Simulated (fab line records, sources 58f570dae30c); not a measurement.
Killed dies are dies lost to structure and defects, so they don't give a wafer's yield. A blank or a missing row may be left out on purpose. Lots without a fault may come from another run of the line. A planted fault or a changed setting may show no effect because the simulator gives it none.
Chamber matching | flow berkeley_cmos170 | UCB170_V1_CMP_02 on cmp-01: 4 sister chambers
The step polishes SiO2. 4 wafers are shown with their chamber, then 7 later ones without.

WAFERS WITH THEIR CHAMBER
wafer  | chamber | motor_current_A (A)
L152.1 | 1       | 16.0
L149.6 | 0       | 18.2
L157.1 | 3       | 17.8
L157.2 | 2       | 14.5

WAFERS WITHOUT THEIR CHAMBER
wafer  | motor_current_A (A)
L157.3 | 17.1
L159.1 | 14.3
L159.3 | 15.6
L159.4 | 18.1
L165.3 | 16.1
L165.4 | 14.4
L165.5 | 15.7

WHICH CHAMBER EACH WENT THROUGH
wafer  | from the rows above          | in truth
L157.3 | can't be placed: 3 or 0 or 1 | 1
L159.1 | 2                            | 2
L159.3 | 1                            | 1
L159.4 | can't be placed: 0 or 3      | 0
L165.3 | 1                            | 1
L165.4 | 2                            | 2
L165.5 | 1                            | 1
Placed correctly: 5 of 7. Can't be placed from these rows: 2 (the true chamber is among the candidates in 2). Placed wrongly: 0.
How it was worked out, from the rows above alone: a wafer's distance from a chamber is the root of the sum, over the readings, of the square of ((its reading less the chamber's mean) divided by the reading's scatter). The wafer belongs to the nearest chamber; if the next one is less than 2 further off, it can't be placed. A chamber's mean is the mean of its shown wafers. The scatter: with one shown wafer a chamber, the root of the mean of the squares of how far each hidden wafer lies from its nearest shown one.
